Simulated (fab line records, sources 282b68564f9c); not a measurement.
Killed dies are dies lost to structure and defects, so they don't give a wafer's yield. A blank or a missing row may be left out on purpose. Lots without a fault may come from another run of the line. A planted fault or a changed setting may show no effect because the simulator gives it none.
Which tool did it? | flow rit_cmos | 15 lots, 45 wafers sampled, at 6 steps of a route of 202

WHAT THE GAUGES READ, wafer by wafer
RIT_WELLDRIVE_RS_MEAS_01: measures by four-point-probe. Usual: NWELL_RS 275.5 ohm/sq, standard deviation 0.82.
lot  | measured    | on            | NWELL_RS (ohm/sq) | flag
L693 | day 2 04:37 | film_metro-04 | 276.3 276.4 276.0 |
L695 | day 2 13:56 | film_metro-04 | 275.5 275.6 275.5 |
L696 | day 2 20:48 | film_metro-04 | 274.1 273.8 274.0 |
L698 | day 3 06:26 | film_metro-02 | 275.4 275.4 274.5 |
L699 | day 3 12:07 | film_metro-04 | 275.5 275.1 275.2 |
L701 | day 3 21:47 | film_metro-04 | 274.9 275.9 275.1 |
L703 | day 4 06:32 | film_metro-04 | 276.2 275.8 276.1 |
L704 | day 4 12:16 | film_metro-02 | 276.0 276.8 275.8 |
L705 | day 4 15:53 | film_metro-02 | 275.9 275.8 275.1 |
L706 | day 4 21:05 | film_metro-01 | 276.2 276.4 275.9 |
L707 | day 5 02:11 | film_metro-02 | 275.9 275.6 276.1 |
L709 | day 5 14:01 | film_metro-04 | 275.6 276.2 275.1 |
L711 | day 5 21:32 | film_metro-02 | 274.3 275.3 274.9 |
L715 | day 6 17:45 | film_metro-01 | 275.4 276.5 276.2 |
L716 | day 6 23:18 | film_metro-01 | 273.8 274.3 273.5 |

RIT_GATE_OVL_MEAS_17. Usual: GATE_OVL -0.1 nm, standard deviation 1.7.
lot  | measured    | on         | GATE_OVL (nm)  | flag
L693 | day 2 12:43 | overlay-02 | -1.8 0.0 -0.5  |
L695 | day 3 01:37 | overlay-02 | -0.4 -1.8 -1.5 |
L696 | day 3 07:08 | overlay-02 | -1.1 -1.5 0.4  |
L698 | day 3 14:54 | overlay-01 | -1.1 0.9 0.1   |
L699 | day 3 21:43 | overlay-01 | 0.2 -1.1 1.1   |
L701 | day 4 05:46 | overlay-02 | -3.7 -3.3 -2.9 |
L703 | day 4 16:50 | overlay-02 | -0.5 2.0 1.9   |
L704 | day 4 20:45 | overlay-01 | -2.1 -2.6 -2.0 |
L705 | day 5 00:10 | overlay-01 | -1.3 -1.7 -0.1 |
L706 | day 5 05:32 | overlay-02 | 0.0 0.3 0.5    |
L707 | day 5 10:19 | overlay-01 | 0.8 1.8 3.5    |
L709 | day 6 00:15 | overlay-02 | -0.7 -0.1 -0.2 |
L711 | day 6 06:05 | overlay-01 | 1.0 1.8 2.2    |
L715 | day 7 03:00 | overlay-02 | 1.4 -1.7 -1.3  |
L716 | day 7 07:25 | overlay-02 | 1.1 2.5 4.3    |

RIT_PLDD_OVL_MEAS_06. Usual: PLDD_OVL 0.7 nm, standard deviation 1.3.
lot  | measured    | on         | PLDD_OVL (nm)  | flag
L693 | day 2 19:34 | overlay-01 | 0.0 -1.3 -0.8  |
L695 | day 3 09:12 | overlay-01 | 2.4 1.7 2.0    |
L696 | day 3 13:31 | overlay-01 | -0.6 1.6 0.8   |
L698 | day 3 20:49 | overlay-02 | 0.9 1.1 0.1    |
L699 | day 4 04:16 | overlay-01 | 1.8 1.1 2.0    |
L701 | day 4 11:51 | overlay-02 | 0.2 -2.9 -0.8  |
L703 | day 4 23:05 | overlay-02 | 1.0 -0.2 0.5   |
L704 | day 5 02:43 | overlay-01 | -0.1 1.4 -1.2  |
L705 | day 5 06:35 | overlay-01 | - - -          | OFF
L706 | day 5 11:36 | overlay-01 | - - -          | OFF
L707 | day 5 16:19 | overlay-02 | - - -          | OFF
L709 | day 6 06:45 | overlay-02 | 1.2 0.6 0.4    |
L711 | day 6 12:41 | overlay-02 | -0.5 0.8 0.5   |
L715 | day 7 09:04 | overlay-01 | -0.5 -0.9 -0.7 |
L716 | day 7 13:28 | overlay-02 | -1.8 2.2 2.5   |

RIT_NSD_TW_MEAS_10. Usual: NSD_TW 3117, standard deviation 29.
lot  | measured    | on            | NSD_TW                        | flag
L693 | day 3 00:16 | film_metro-02 | 3104 3087 3095                |
L695 | day 3 13:47 | film_metro-01 | 3127 3130 3131                |
L696 | day 3 18:05 | film_metro-02 | 3090 3101 3085                |
L698 | day 4 01:35 | film_metro-02 | 3098 3093 3096                |
L699 | day 4 08:43 | film_metro-01 | 3149 3166 3156                |
L701 | day 4 16:24 | film_metro-01 | 3149 3169 3139                |
L703 | day 5 03:55 | film_metro-02 | 3101 3119 3095                |
L704 | day 5 07:22 | film_metro-01 | 3145 3156 3164                |
L705 | day 5 11:02 | film_metro-03 | 3269 3263 3263 3273 3262 3277 | OFF
L706 | day 5 16:22 | film_metro-02 | 3273 3276 3281 3274 3292 3292 | OFF
L707 | day 5 20:46 | film_metro-03 | 3269 3260 3265 3271 3245 3287 | OFF
L709 | day 6 11:45 | film_metro-01 | 3154 3165 3153                |
L711 | day 6 17:07 | film_metro-01 | 3131 3163 3155                |
L715 | day 7 14:00 | film_metro-03 | 3080 3082 3066                |
L716 | day 7 17:57 | film_metro-01 | 3146 3145 3155                |

WHICH TOOL RAN EACH LOT (tool, then ch and the chambers of the sampled wafers, then the start)
lot  | RIT_PLDD_COAT_01                 | RIT_NSD_STRIP_09
L693 | litho_track-03 ch 0, day 2 18:55 | plasma_asher-01 ch 0,1, day 3 00:08
L695 | litho_track-03 ch 0, day 3 08:32 | plasma_asher-01 ch 0,1, day 3 13:39
L696 | litho_track-01 ch 0, day 3 12:50 | plasma_asher-03 ch 0, day 3 17:53
L698 | litho_track-02 ch 0, day 3 20:07 | plasma_asher-02 ch 0,1, day 4 01:23
L699 | litho_track-02 ch 0, day 4 03:28 | plasma_asher-01 ch 0,1, day 4 08:31
L701 | litho_track-02 ch 0, day 4 11:04 | plasma_asher-03 ch 0,1, day 4 16:16
L703 | litho_track-02 ch 0, day 4 22:23 | plasma_asher-01 ch 1, day 5 03:45
L704 | litho_track-01 ch 0, day 5 02:02 | plasma_asher-01 ch 0,1, day 5 07:11
L705 | litho_track-01, day 5 05:54      | plasma_asher-03 ch 0,1, day 5 10:52
L706 | litho_track-01, day 5 10:55      | plasma_asher-01 ch 0,1, day 5 16:11
L707 | litho_track-02, day 5 15:39      | plasma_asher-01 ch 0,1, day 5 20:38
L709 | litho_track-02 ch 0, day 6 05:56 | plasma_asher-03 ch 0,1, day 6 11:34
L711 | litho_track-01 ch 0, day 6 11:59 | plasma_asher-02 ch 0,1, day 6 16:56
L715 | litho_track-01 ch 0, day 7 08:17 | plasma_asher-02 ch 0,1, day 7 13:51
L716 | litho_track-03 ch 0, day 7 12:44 | plasma_asher-02 ch 0,1, day 7 17:46
- RIT_PLDD_COAT_01: resist thk 1000 nm.
- RIT_NSD_STRIP_09: strips in O2, time 180 s.

WHAT THE TOOLS THEMSELVES READ (means of the sampled wafers that have a number; where no wafer has one, the mark that the record gives instead)
RIT_PLDD_COAT_01. Usual: chill_plate_temp_C 23.00 C, standard deviation 0.12; dispense_pressure_kPa 51 kPa, standard deviation 3.3.
lot  | tool           | chill_plate_temp_C (C) | dispense_pressure_kPa (kPa) | flag
L693 | litho_track-03 | 23.08                  | 54                          |
L695 | litho_track-03 | 22.93                  | 54                          |
L696 | litho_track-01 | 22.89                  | 52                          |
L698 | litho_track-02 | 23.15                  | 46                          |
L699 | litho_track-02 | 23.18                  | 46                          |
L701 | litho_track-02 | 22.84                  | 46                          |
L703 | litho_track-02 | 22.93                  | 46                          |
L704 | litho_track-01 | 23.02                  | 52                          |
L705 | litho_track-01 | -                      | -                           | OFF
L706 | litho_track-01 | -                      | -                           | OFF
L707 | litho_track-02 | -                      | -                           | OFF
L709 | litho_track-02 | 23.18                  | 46                          |
L711 | litho_track-01 | 23.00                  | 52                          |
L715 | litho_track-01 | 22.90                  | 52                          |
L716 | litho_track-03 | 23.08                  | 54                          |

RIT_NSD_STRIP_09. Usual: chamber_pressure_mTorr 4000 mTorr, standard deviation 3.8; drypump_motor_current_A 6.0 A, standard deviation 0.52.
lot  | tool            | chamber_pressure_mTorr (mTorr) | drypump_motor_current_A (A) | flag
L693 | plasma_asher-01 | 4003                           | 6.1                         |
L695 | plasma_asher-01 | 4000                           | 6.0                         |
L696 | plasma_asher-03 | 4004                           | 6.3                         |
L698 | plasma_asher-02 | 4002                           | 6.2                         |
L699 | plasma_asher-01 | 4001                           | 6.1                         |
L701 | plasma_asher-03 | 3997                           | 6.0                         |
L703 | plasma_asher-01 | 4002                           | 6.0                         |
L704 | plasma_asher-01 | 4000                           | 6.1                         |
L705 | plasma_asher-03 | 4000                           | 6.0                         |
L706 | plasma_asher-01 | 4001                           | 6.0                         |
L707 | plasma_asher-01 | 3998                           | 6.0                         |
L709 | plasma_asher-03 | 3997                           | 6.0                         |
L711 | plasma_asher-02 | 4003                           | 5.5                         |
L715 | plasma_asher-02 | 4002                           | 5.5                         |
L716 | plasma_asher-02 | 4000                           | 5.6                         |

THE ANSWER, worked out from the rows above alone
Rule: a lot is off if the mean of its wafers that have a number lies more than 3 standard deviations from the usual mean. A lot without any number at a reading at which 4 lots or more have one is off too. The other lots that the step has rows for count as sound. The gauges are gone through in route order, then the tools' own readings, and for those a lot's mean is taken as printed above. The first step at which some lot is off is used, and at that step the reading that is off furthest; a lot without a number counts as furthest.
Off: L705, L706, L707, at RIT_PLDD_OVL_MEAS_06 (PLDD_OVL). Without a number there: L705, L706, L707.
A tool fits if, at a process step before that reading, it ran every lot that is off, and no sound lot after the first of them. The gauges at RIT_PLDD_OVL_MEAS_06 aren't tried: what is off there is off at RIT_NSD_TW_MEAS_10 too, on other tools, and a gauge's error can't cause that. None of those tried fits.

WHAT THE SIMULATOR HAD PUT IN
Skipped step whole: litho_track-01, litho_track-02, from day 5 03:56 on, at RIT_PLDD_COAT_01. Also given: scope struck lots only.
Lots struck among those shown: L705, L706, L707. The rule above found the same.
